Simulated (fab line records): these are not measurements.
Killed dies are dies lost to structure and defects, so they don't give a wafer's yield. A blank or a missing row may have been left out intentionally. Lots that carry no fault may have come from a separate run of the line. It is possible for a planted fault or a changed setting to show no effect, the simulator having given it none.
fab line records :: flow rit-cmos
record
  lots=5
  wafers=15
  last-day=6
route steps=202 shown NWELL@30 PWELL@39 WELLDRIVE@50
lots that met no fault: from a run of the same line without faults
start-h: hours from the record's opening day to when the first of the lot's shown wafers began :: wait-h: hours from the lot's prior step to this one :: " the same as in the row above :: L1.1+2: a single row standing in for several wafers :: - no value present, or no start provided :: * or withheld: withheld :: < > ~ a bound
route shown NAME@n: NAME is a module with steps in the file, n the number in the route of the first one :: usual: the fault-free wafers' mean and standard deviation :: same: alike in all rows :: chamber/n: place in a boat :: sites: the reading at each site :: _std_site: standard deviation across them :: _edge_site: mean of outer sites minus mean of inner sites :: radius-mm: for every site, how far away it sits from the centre of the wafer :: mask NAME#n: copy n :: behind: the last tool/chamber to shape the wafer :: hold: why the lot was held/for how many hours/how that ended :: device: whichever transistor did not switch (one of n, p or np) :: end of line: tests run on the same wafers once the route is complete :: where a step has no rows: the recipe by itself :: killed: dies lost to structure and defects at the first sort, not the wafer's yield :: map: a wafer's dies, marking killed ones x, the rest . and places with no die _
set.NAME: the run value of the setting; set.NAME@STEP: its run value at that earlier step :: model.NAME: the simulator's own value behind a step, which no gauge read
a table for each step, a row for each wafer; lots at some steps of the route
services: a tool's chamber out of use, with start hour (start-h, from the record's first day; less than 0 if before it), hours out, and reason
## steps
# step RIT_NWELL_SOFTBAKE_02
# recipe
  resist=NOVOLAK
  temp-c=90
  time-s=60
# step RIT_NWELL_EXPOSE_03
# recipe
  mask-id=M2
  na=0.57
  target-cd-nm=43900
  dose-mj=250
# step RIT_NWELL_PEB_04
# recipe
  resist=NOVOLAK
  temp-c=withheld
  time-s=withheld
# step RIT_NWELL_DEVELOP_05
# recipe
  resist=NOVOLAK
  develop-time-s=68
  dev-temp-c=23
# step RIT_NWELL_OVL_MEAS_06
# usual
  NWELL_OVL=-0.5/1.5
lot.wafer: L277.2
tool: overlay-02
chamber: -
start-h: 61.15
wait-h: -
NWELL_OVL[nm]: 2.0

lot.wafer: L277.3
tool: overlay-02
chamber: -
start-h: 61.15
wait-h: -
NWELL_OVL[nm]: 0.1

lot.wafer: L277.4
tool: overlay-02
chamber: -
start-h: 61.15
wait-h: -
NWELL_OVL[nm]: 1.2

lot.wafer: L280.1
tool: overlay-02
chamber: -
start-h: 75.32
wait-h: -
NWELL_OVL[nm]: -1.3

lot.wafer: L280.3
tool: overlay-02
chamber: -
start-h: 75.32
wait-h: -
NWELL_OVL[nm]: -1.1

lot.wafer: L280.6
tool: overlay-02
chamber: -
start-h: 75.32
wait-h: -
NWELL_OVL[nm]: -1.3

lot.wafer: L281.1
tool: overlay-02
chamber: -
start-h: 80.26
wait-h: -
NWELL_OVL[nm]: 0.6

lot.wafer: L281.5
tool: overlay-02
chamber: -
start-h: 80.26
wait-h: -
NWELL_OVL[nm]: -0.1

lot.wafer: L281.6
tool: overlay-02
chamber: -
start-h: 80.26
wait-h: -
NWELL_OVL[nm]: 1.0

lot.wafer: L283.4
tool: overlay-01
chamber: -
start-h: 92.35
wait-h: -
NWELL_OVL[nm]: -0.7

lot.wafer: L283.5
tool: overlay-01
chamber: -
start-h: 92.35
wait-h: -
NWELL_OVL[nm]: -0.5

lot.wafer: L283.6
tool: overlay-01
chamber: -
start-h: 92.35
wait-h: -
NWELL_OVL[nm]: -1.7

lot.wafer: L287.1
tool: overlay-02
chamber: -
start-h: 111.83
wait-h: -
NWELL_OVL[nm]: -1.1

lot.wafer: L287.2
tool: overlay-02
chamber: -
start-h: 111.83
wait-h: -
NWELL_OVL[nm]: -1.8

lot.wafer: L287.4
tool: overlay-02
chamber: -
start-h: 111.83
wait-h: -
NWELL_OVL[nm]: 0.7
# step RIT_NWELL_HARDBAKE_07
# recipe
  resist=NOVOLAK
  temp-c=140
  time-s=120
# step RIT_NWELL_IMPLANT_08
# recipe
  species=P
  energy-kev=170
  dose-cm2=5e+13
  tilt-deg=7
# step RIT_NWELL_STRIP_09
# recipe
  chemistry=O2
  time-s=180
  resist=NOVOLAK
  platen-temp-c=withheld
  power-w=500
  pressure-mtorr=4000
  o2-flow-sccm=4000
# usual
  drypump-motor-current-A=5.5/0.59
lot.wafer: L277.2
tool: plasma-asher-04
chamber: 1
start-h: 61.58
wait-h: 0.1
drypump-motor-current-A: 4.7
rf-hours-counter-h: 43

lot.wafer: L277.3
tool: plasma-asher-04
chamber: 1
start-h: 61.58
wait-h: 0.1
drypump-motor-current-A: 4.7
rf-hours-counter-h: -

lot.wafer: L277.4
tool: plasma-asher-04
chamber: 0
start-h: 61.58
wait-h: 0.1
drypump-motor-current-A: 6.2
rf-hours-counter-h: -

lot.wafer: L280.1
tool: plasma-asher-01
chamber: 0
start-h: 75.76
wait-h: 0.1
drypump-motor-current-A: 5.4
rf-hours-counter-h: 45

lot.wafer: L280.3
tool: plasma-asher-01
chamber: 1
start-h: 75.76
wait-h: 0.1
drypump-motor-current-A: 5.1
rf-hours-counter-h: -

lot.wafer: L280.6
tool: plasma-asher-01
chamber: 1
start-h: 75.76
wait-h: 0.1
drypump-motor-current-A: 5.0
rf-hours-counter-h: -

lot.wafer: L281.1
tool: plasma-asher-03
chamber: 1
start-h: 80.70
wait-h: 0.1
drypump-motor-current-A: 6.6
rf-hours-counter-h: 44

lot.wafer: L281.5
tool: plasma-asher-03
chamber: 0
start-h: 80.70
wait-h: 0.1
drypump-motor-current-A: 5.6
rf-hours-counter-h: -

lot.wafer: L281.6
tool: plasma-asher-03
chamber: 1
start-h: 80.70
wait-h: 0.1
drypump-motor-current-A: 6.6
rf-hours-counter-h: -

lot.wafer: L283.4
tool: plasma-asher-01
chamber: 1
start-h: 92.82
wait-h: 0.1
drypump-motor-current-A: 5.0
rf-hours-counter-h: -

lot.wafer: L283.5
tool: plasma-asher-01
chamber: 0
start-h: 92.82
wait-h: 0.1
drypump-motor-current-A: 5.4
rf-hours-counter-h: -

lot.wafer: L283.6
tool: plasma-asher-01
chamber: 1
start-h: 92.82
wait-h: 0.1
drypump-motor-current-A: 5.0
rf-hours-counter-h: -

lot.wafer: L287.1
tool: plasma-asher-04
chamber: 0
start-h: 112.26
wait-h: 0.1
drypump-motor-current-A: 6.2
rf-hours-counter-h: 49

lot.wafer: L287.2
tool: plasma-asher-04
chamber: 1
start-h: 112.26
wait-h: 0.1
drypump-motor-current-A: 4.7
rf-hours-counter-h: 49

lot.wafer: L287.4
tool: plasma-asher-04
chamber: 1
start-h: 112.26
wait-h: 0.1
drypump-motor-current-A: 4.7
rf-hours-counter-h: -
# step RIT_NWELL_TW_MEAS_10
# usual
  NWELL_TW=2119/16
lot.wafer: L277.2
tool: film-metro-02
chamber: -
start-h: 61.76
wait-h: 0.1
NWELL_TW: 2115

lot.wafer: L277.3
tool: film-metro-02
chamber: -
start-h: 61.76
wait-h: 0.1
NWELL_TW: 2115

lot.wafer: L277.4
tool: film-metro-02
chamber: -
start-h: 61.76
wait-h: 0.1
NWELL_TW: 2104

lot.wafer: L280.1
tool: film-metro-04
chamber: -
start-h: 75.93
wait-h: 0.1
NWELL_TW: 2127

lot.wafer: L280.3
tool: film-metro-04
chamber: -
start-h: 75.93
wait-h: 0.1
NWELL_TW: 2138

lot.wafer: L280.6
tool: film-metro-04
chamber: -
start-h: 75.93
wait-h: 0.1
NWELL_TW: 2135

lot.wafer: L281.1
tool: film-metro-02
chamber: -
start-h: 80.87
wait-h: 0.1
NWELL_TW: 2121

lot.wafer: L281.5
tool: film-metro-02
chamber: -
start-h: 80.87
wait-h: 0.1
NWELL_TW: 2112

lot.wafer: L281.6
tool: film-metro-02
chamber: -
start-h: 80.87
wait-h: 0.1
NWELL_TW: 2116

lot.wafer: L283.4
tool: film-metro-04
chamber: -
start-h: 92.97
wait-h: 0.1
NWELL_TW: 2142

lot.wafer: L283.5
tool: film-metro-04
chamber: -
start-h: 92.97
wait-h: 0.1
NWELL_TW: 2131

lot.wafer: L283.6
tool: film-metro-04
chamber: -
start-h: 92.97
wait-h: 0.1
NWELL_TW: 2137

lot.wafer: L287.1
tool: film-metro-02
chamber: -
start-h: 112.44
wait-h: 0.1
NWELL_TW: 2116

lot.wafer: L287.2
tool: film-metro-02
chamber: -
start-h: 112.44
wait-h: 0.1
NWELL_TW: 2123

lot.wafer: L287.4
tool: film-metro-02
chamber: -
start-h: 112.44
wait-h: 0.1
NWELL_TW: 2125
# step RIT_PWELL_HMDS_00
# recipe
  prime-time-s=60
  prime-temp-c=140
# step RIT_PWELL_COAT_01
# recipe
  resist=NOVOLAK
  spin-rpm=2000
  resist-thk-nm=1300
# step RIT_PWELL_SOFTBAKE_02
# recipe
  resist=NOVOLAK
  temp-c=90
  time-s=60
# step RIT_PWELL_EXPOSE_03
# recipe
  mask-id=M3
  na=0.57
  target-cd-nm=43700
  dose-mj=250
lot.wafer: L277.2+3+4
tool: iline-stepper-01
chamber: 0
start-h: 62.41
wait-h: 0.2
mask: M3#0

lot.wafer: L280.1+3+6
tool: iline-stepper-01
chamber: 0
start-h: 76.57
wait-h: 0.2
mask: M3#0

lot.wafer: L281.1+5+6
tool: iline-stepper-02
chamber: 0
start-h: 81.53
wait-h: 0.2
mask: M3#0

lot.wafer: L283.4+5+6
tool: iline-stepper-01
chamber: 0
start-h: 93.51
wait-h: 0.1
mask: M2#0

lot.wafer: L287.1+2+4
tool: iline-stepper-02
chamber: 0
start-h: 113.07
wait-h: 0.2
mask: M3#0
# step RIT_PWELL_PEB_04
# recipe
  resist=NOVOLAK
  temp-c=withheld
  time-s=withheld
# step RIT_PWELL_DEVELOP_05
# recipe
  resist=NOVOLAK
  develop-time-s=68
  dev-temp-c=23
# step RIT_PWELL_OVL_MEAS_06
# usual
  PWELL_OVL=-1.1/1.2
lot.wafer: L277.2
tool: overlay-01
chamber: -
start-h: 62.82
wait-h: -
PWELL_OVL[nm]: -1.8

lot.wafer: L277.3
tool: overlay-01
chamber: -
start-h: 62.82
wait-h: -
PWELL_OVL[nm]: -2.1

lot.wafer: L277.4
tool: overlay-01
chamber: -
start-h: 62.82
wait-h: -
PWELL_OVL[nm]: -0.8

lot.wafer: L280.1
tool: overlay-01
chamber: -
start-h: 77.00
wait-h: -
PWELL_OVL[nm]: -1.5

lot.wafer: L280.3
tool: overlay-01
chamber: -
start-h: 77.00
wait-h: -
PWELL_OVL[nm]: -0.8

lot.wafer: L280.6
tool: overlay-01
chamber: -
start-h: 77.00
wait-h: -
PWELL_OVL[nm]: -2.1

lot.wafer: L281.1
tool: overlay-01
chamber: -
start-h: 82.09
wait-h: -
PWELL_OVL[nm]: -1.7

lot.wafer: L281.5
tool: overlay-01
chamber: -
start-h: 82.09
wait-h: -
PWELL_OVL[nm]: -2.4

lot.wafer: L281.6
tool: overlay-01
chamber: -
start-h: 82.09
wait-h: -
PWELL_OVL[nm]: -1.5

lot.wafer: L283.4
tool: overlay-01
chamber: -
start-h: 93.90
wait-h: -
PWELL_OVL[nm]: -

lot.wafer: L283.5
tool: overlay-01
chamber: -
start-h: 93.90
wait-h: -
PWELL_OVL[nm]: -

lot.wafer: L283.6
tool: overlay-01
chamber: -
start-h: 93.90
wait-h: -
PWELL_OVL[nm]: -

lot.wafer: L287.1
tool: overlay-02
chamber: -
start-h: 113.55
wait-h: -
PWELL_OVL[nm]: 0.5

lot.wafer: L287.2
tool: overlay-02
chamber: -
start-h: 113.55
wait-h: -
PWELL_OVL[nm]: 0.8

lot.wafer: L287.4
tool: overlay-02
chamber: -
start-h: 113.55
wait-h: -
PWELL_OVL[nm]: 0.4
# step RIT_PWELL_HARDBAKE_07
# recipe
  resist=NOVOLAK
  temp-c=140
  time-s=120
# step RIT_PWELL_IMPLANT_08
# recipe
  species=B
  energy-kev=170
  dose-cm2=7e+13
  tilt-deg=7
# step RIT_PWELL_STRIP_09
# recipe
  chemistry=O2
  time-s=180
  resist=NOVOLAK
  platen-temp-c=withheld
  power-w=500
  pressure-mtorr=4000
  o2-flow-sccm=4000
# usual
  drypump-motor-current-A=5.7/0.53
lot.wafer: L277.2
tool: plasma-asher-02
chamber: 0
start-h: 63.25
wait-h: 0.1
drypump-motor-current-A: 5.9
rf-hours-counter-h: 23

lot.wafer: L277.3
tool: plasma-asher-02
chamber: 1
start-h: 63.25
wait-h: 0.1
drypump-motor-current-A: 5.5
rf-hours-counter-h: -

lot.wafer: L277.4
tool: plasma-asher-02
chamber: 0
start-h: 63.25
wait-h: 0.1
drypump-motor-current-A: 5.9
rf-hours-counter-h: -

lot.wafer: L280.1
tool: plasma-asher-02
chamber: 0
start-h: 77.43
wait-h: 0.1
drypump-motor-current-A: 5.9
rf-hours-counter-h: 25

lot.wafer: L280.3
tool: plasma-asher-02
chamber: 0
start-h: 77.43
wait-h: 0.1
drypump-motor-current-A: 5.9
rf-hours-counter-h: -

lot.wafer: L280.6
tool: plasma-asher-02
chamber: 0
start-h: 77.43
wait-h: 0.1
drypump-motor-current-A: 5.8
rf-hours-counter-h: -

lot.wafer: L281.1
tool: plasma-asher-02
chamber: 1
start-h: 82.52
wait-h: 0.1
drypump-motor-current-A: 5.5
rf-hours-counter-h: 25

lot.wafer: L281.5
tool: plasma-asher-02
chamber: 1
start-h: 82.52
wait-h: 0.1
drypump-motor-current-A: 5.5
rf-hours-counter-h: -

lot.wafer: L281.6
tool: plasma-asher-02
chamber: 0
start-h: 82.52
wait-h: 0.1
drypump-motor-current-A: 5.9
rf-hours-counter-h: -

lot.wafer: L283.4
tool: plasma-asher-03
chamber: 1
start-h: 94.37
wait-h: 0.1
drypump-motor-current-A: 6.6
rf-hours-counter-h: -

lot.wafer: L283.5
tool: plasma-asher-03
chamber: 1
start-h: 94.37
wait-h: 0.1
drypump-motor-current-A: 6.5
rf-hours-counter-h: -

lot.wafer: L283.6
tool: plasma-asher-03
chamber: 0
start-h: 94.37
wait-h: 0.1
drypump-motor-current-A: 5.5
rf-hours-counter-h: -

lot.wafer: L287.1
tool: plasma-asher-02
chamber: 0
start-h: 113.98
wait-h: 0.1
drypump-motor-current-A: 5.9
rf-hours-counter-h: 29

lot.wafer: L287.2
tool: plasma-asher-02
chamber: 1
start-h: 113.98
wait-h: 0.1
drypump-motor-current-A: 5.5
rf-hours-counter-h: 29

lot.wafer: L287.4
tool: plasma-asher-02
chamber: 0
start-h: 113.98
wait-h: 0.1
drypump-motor-current-A: 5.9
rf-hours-counter-h: -
# step RIT_PWELL_TW_MEAS_10
# usual
  PWELL_TW=941/6.7
lot.wafer: L277.2
tool: film-metro-03
chamber: -
start-h: 63.44
wait-h: 0.1
PWELL_TW: 941

lot.wafer: L277.3
tool: film-metro-03
chamber: -
start-h: 63.44
wait-h: 0.1
PWELL_TW: 941

lot.wafer: L277.4
tool: film-metro-03
chamber: -
start-h: 63.44
wait-h: 0.1
PWELL_TW: 941

lot.wafer: L280.1
tool: film-metro-03
chamber: -
start-h: 77.61
wait-h: 0.1
PWELL_TW: 940

lot.wafer: L280.3
tool: film-metro-03
chamber: -
start-h: 77.61
wait-h: 0.1
PWELL_TW: 938

lot.wafer: L280.6
tool: film-metro-03
chamber: -
start-h: 77.61
wait-h: 0.1
PWELL_TW: 943

lot.wafer: L281.1
tool: film-metro-02
chamber: -
start-h: 82.70
wait-h: 0.1
PWELL_TW: 942

lot.wafer: L281.5
tool: film-metro-02
chamber: -
start-h: 82.70
wait-h: 0.1
PWELL_TW: 934

lot.wafer: L281.6
tool: film-metro-02
chamber: -
start-h: 82.70
wait-h: 0.1
PWELL_TW: 942

lot.wafer: L283.4
tool: film-metro-03
chamber: -
start-h: 94.52
wait-h: 0.1
PWELL_TW: 30

lot.wafer: L283.5
tool: film-metro-03
chamber: -
start-h: 94.52
wait-h: 0.1
PWELL_TW: 30

lot.wafer: L283.6
tool: film-metro-03
chamber: -
start-h: 94.52
wait-h: 0.1
PWELL_TW: 30

lot.wafer: L287.1
tool: film-metro-04
chamber: -
start-h: 114.16
wait-h: 0.1
PWELL_TW: 946

lot.wafer: L287.2
tool: film-metro-04
chamber: -
start-h: 114.16
wait-h: 0.1
PWELL_TW: 944

lot.wafer: L287.4
tool: film-metro-04
chamber: -
start-h: 114.16
wait-h: 0.1
PWELL_TW: 944
# step RIT_WELLDRIVE_ANNEAL_00
# recipe
  temp-c=1100
  time-s=14700
  ambient=N2
## services
tool: iline-stepper-01
chamber: -
start-h: 80.09
hours: 0.9
kind: repair

tool: iline-stepper-01
chamber: -
start-h: 103.95
hours: 2.1
kind: pm

tool: plasma-asher-02
chamber: -
start-h: 105.11
hours: 0.7
kind: repair

tool: iline-stepper-01
chamber: -
start-h: 106.03
hours: -
kind: consumable-replace:lamp

tool: plasma-asher-01
chamber: -
start-h: 108.85
hours: 9.0
kind: pm

tool: plasma-asher-01
chamber: 0
start-h: 108.85
hours: 9.0
kind: vent-cycle

tool: plasma-asher-01
chamber: 1
start-h: 108.85
hours: 9.0
kind: vent-cycle
## key
first-sign
  step=RIT_PWELL_EXPOSE_03
  reading=mask
  direction=changed
effect
  step=RIT_PWELL_OVL_MEAS_06
  reading=PWELL_OVL
  direction=missing
effect
  step=RIT_PWELL_TW_MEAS_10
  reading=PWELL_TW
  direction=down
  sigmas=99+
  usual=941
  struck=30
met-at RIT_PWELL_EXPOSE_03
struck-wafers L283.4,L283.5,L283.6
sort-left-out L283.4,L283.5,L283.6
tester-left-out L283
onset-between 76.57 93.51
fault
  kind=wrong-mask
  tool=any
  chamber=-
  onset-h=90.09
  steps=RIT_PWELL_EXPOSE_03
  aux-copy=M2#0
  scope=struck-lots-only
# tester-left-out: of these lots the tester's yield and bins aren't shown, on N5 and GAA mostly nor the transistor test; their killed dies are dies lost to structure and defects alone, not to doping, threshold or leakage, so they don't give the yield
# sort-left-out: the simulated sort isn't trusted on such a fault, so these wafers' sort isn't shown, and their yield isn't known
